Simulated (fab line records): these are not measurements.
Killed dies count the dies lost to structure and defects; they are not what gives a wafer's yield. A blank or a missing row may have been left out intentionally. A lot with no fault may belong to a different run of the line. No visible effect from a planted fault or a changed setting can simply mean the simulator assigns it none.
Comparing a struck lot with a sound one / flow rit-cmos / 34 steps out of a route of 202
Sound: these wafers, L758.1, L758.3, L758.4. Struck: wafers L765.1, L765.4, L765.6. The cause is named last.
For every step that has rows: the tool of each side, followed by ch and its chambers, followed by its first start. Under that, the readings that differ: sound wafers / struck wafers / difference of the means / sigmas: that difference in standard deviations of wafers without a fault.
alike: readings with means less than 2 such deviations apart, plus words and numbers identical on both sides. not compared: withheld readings, readings lacking a value on some wafer, bounds such as >300 that could conceal the same value, and numbers that have no deviation in the record and whose values overlap.
Wherever a step has rows on one side only, a row that says differs or no value, or a row with sigmas, the two part there. When numbers do not overlap yet have no deviation, they are printed without sigmas and do not part them. Lack of a reading on every wafer of one side parts them only where that side has two or more wafers.

first, 2 steps without rows for these wafers: RIT_SPACER_CLEAN_02 (cleans in SC2, time 600 s); RIT_SPACER_CVD_03 (deposits Si3N4 from SiH2Cl2/NH3, target thk 250 nm, time 3300 s).
RIT_SPACER_THK_MEAS_04:
  sound: film-metro-02 at day 4 03:46; struck: film-metro-01 at day 5 15:32
  alike: SPACER_NITRIDE_THK
RIT_SPACER_ETCHBACK_05: etches Si3N4 in SF6/CHF3, stops on SiO2, target depth 250 nm, time 240 s.
  sound on rie-diel-04 ch 0,1,3, day 4 03:50; struck on rie-diel-04 ch 0,3, day 5 15:36
reading=CHF3_flow_sccm (sccm); sound=30.18 30.08 30.20; struck=29.95 29.88 30.03; difference=-0.20; sigmas=-2
  alike: chamber-pressure-mTorr, drypump-motor-current-A, oes-product-au, throttle-valve-pct
  not compared: rf-hours-counter-h
then, 6 steps without rows for these wafers: RIT_NSD_HMDS_00 (prime time 60 s); RIT_NSD_COAT_01 (resist thk 1000 nm); RIT_NSD_SOFTBAKE_02 (time 60 s); RIT_NSD_EXPOSE_03 (exposes mask M9, target cd 40700 nm); RIT_NSD_PEB_04; RIT_NSD_DEVELOP_05 (develop time 50 s).
RIT_NSD_OVL_MEAS_06:
  sound: overlay-02 at day 4 04:58; struck: overlay-01 at day 5 16:43
  alike: NSD_OVL
then, 1 step without rows for these wafers: RIT_NSD_HARDBAKE_07 (time 60 s).
RIT_NSD_IMPLANT_08:
  sound on implanter-02 ch 0, day 4 05:08; struck on implanter-02 ch 0, day 5 16:55
reading=beam-on-s (s); sound=10.04 10.21 9.69; struck=13.95 13.82 14.53; difference=+4.12; sigmas=+19
reading=faraday-current-uA; sound=3132 3064 3221; struck=2235 2272 2154; difference=-919; sigmas=-14
RIT_NSD_STRIP_09: strips in O2, time 180 s.
  sound on plasma-asher-01 ch 0,1, day 4 05:17; struck on plasma-asher-01 ch 1, day 5 17:04
  alike: chamber-pressure-mTorr, drypump-motor-current-A
  not compared: rf-hours-counter-h
RIT_NSD_TW_MEAS_10:
  sound: film-metro-03 at day 4 05:28; struck: film-metro-04 at day 5 17:14
reading=NSD_TW; sound=3112 3109 3115; struck=3327 3356 3324; difference=+224; sigmas=+17
then, 6 steps without rows for these wafers: RIT_PSD_HMDS_00 (prime time 60 s); RIT_PSD_COAT_01 (resist thk 1000 nm); RIT_PSD_SOFTBAKE_02 (time 60 s); RIT_PSD_EXPOSE_03 (exposes mask M10, target cd 40900 nm); RIT_PSD_PEB_04; RIT_PSD_DEVELOP_05 (develop time 50 s).
RIT_PSD_OVL_MEAS_06:
  sound: overlay-01 at day 4 06:30; struck: overlay-02 at day 5 18:16
  alike: PSD_OVL
then, 2 steps without rows for these wafers: RIT_PSD_HARDBAKE_07 (time 60 s); RIT_PSD_IMPLANT_08.
RIT_PSD_STRIP_09: strips in O2, time 180 s.
  sound on plasma-asher-01 ch 0,1, day 4 06:50; struck on plasma-asher-04 ch 0,1, day 5 18:37
  alike: chamber-pressure-mTorr, drypump-motor-current-A
  not compared: rf-hours-counter-h
RIT_PSD_TW_MEAS_10:
  sound: film-metro-03 at day 4 07:01; struck: film-metro-02 at day 5 18:47
  alike: PSD_TW
then, 3 steps without rows for these wafers: RIT_SDANNEAL_CLEAN_00 (cleans in SC1, time 600 s); RIT_SDANNEAL_CLEAN_01 (cleans in dHF, time 30 s); RIT_SDANNEAL_CLEAN_02 (cleans in SC2, time 600 s).
RIT_SDANNEAL_RTA_03: time 5 s.
  sound on rtp-anneal-01 ch 0, day 4 07:28; struck on rtp-anneal-02 ch 0, day 5 19:13
  alike: wafer_temp_C_max
RIT_SDANNEAL_RS_MEAS_04: the measuring method here is four-point-probe.
  sound: film-metro-03 at day 4 07:31; struck: film-metro-03 at day 5 19:16
  alike: PSD_RS
RIT_SDANNEAL_RS_MEAS_05: the measuring method here is four-point-probe.
  sound: film-metro-03 at day 4 07:38; struck: film-metro-03 at day 5 19:23
reading=NSD_RS (ohm/sq); sound=84.70 84.51 84.38; struck=64.41 64.38 64.43; difference=-20.12; sigmas=-69
RIT_SDANNEAL_RS_MEAS_06: the measuring method here is four-point-probe.
  sound: film-metro-03 at day 4 07:45; struck: film-metro-03 at day 5 19:31
  alike: PLDD_RS
RIT_M1_PROBE_99:
  sound: prober-02 at day 4 16:13; struck: prober-02 at day 6 03:35
reading=model.etest.nmos_0p3.r-on-ohm-um; sound=2132 2103 2099; struck=1994 1990 2028; difference=-107; sigmas=
reading=model.etest.nmos_0p15.r-on-ohm-um; sound=1118 1095 1089; struck=1048 1039 1065; difference=-50; sigmas=
reading=model.etest.nmos-narrow.drive-ua-um; sound=228.6 237.4 236.1; struck=260.6 258.4 251.7; difference=+22.9; sigmas=
reading=model.etest.contact-nplus.end-ohm-um; sound=42.55 39.86 41.52; struck=25.3 26.18 25.49; difference=-15.7; sigmas=
reading=model.etest.nmos_0p3.drive-ua-um; sound=226.7 233.7 234.3; struck=251.6 252.4 245.8; difference=+18.4; sigmas=
reading=model.etest.npoly-line.rs-ohm-sq; sound=16.94 17.25 16.82; struck=16.5 16.6 16.57; difference=-0.4; sigmas=
reading=model.etest.nmos_0p15.tox-inv-nm (nm); sound=4.477 4.399 4.382; struck=4.12 4.088 4.179; difference=-0.29; sigmas=
  alike: killed-at-front-end, killed-dies, killed-open, killed-short
  not compared: model.etest.nmos_0p15.drive-ua-um

WHERE THEY PART
Last at RIT_SDANNEAL_RS_MEAS_05 as far as this record goes, first at RIT_SPACER_ETCHBACK_05. Later steps at which nothing parts them and some readings are alike: RIT_SDANNEAL_RS_MEAS_06, RIT_M1_PROBE_99.

WHY: what the simulator had put in
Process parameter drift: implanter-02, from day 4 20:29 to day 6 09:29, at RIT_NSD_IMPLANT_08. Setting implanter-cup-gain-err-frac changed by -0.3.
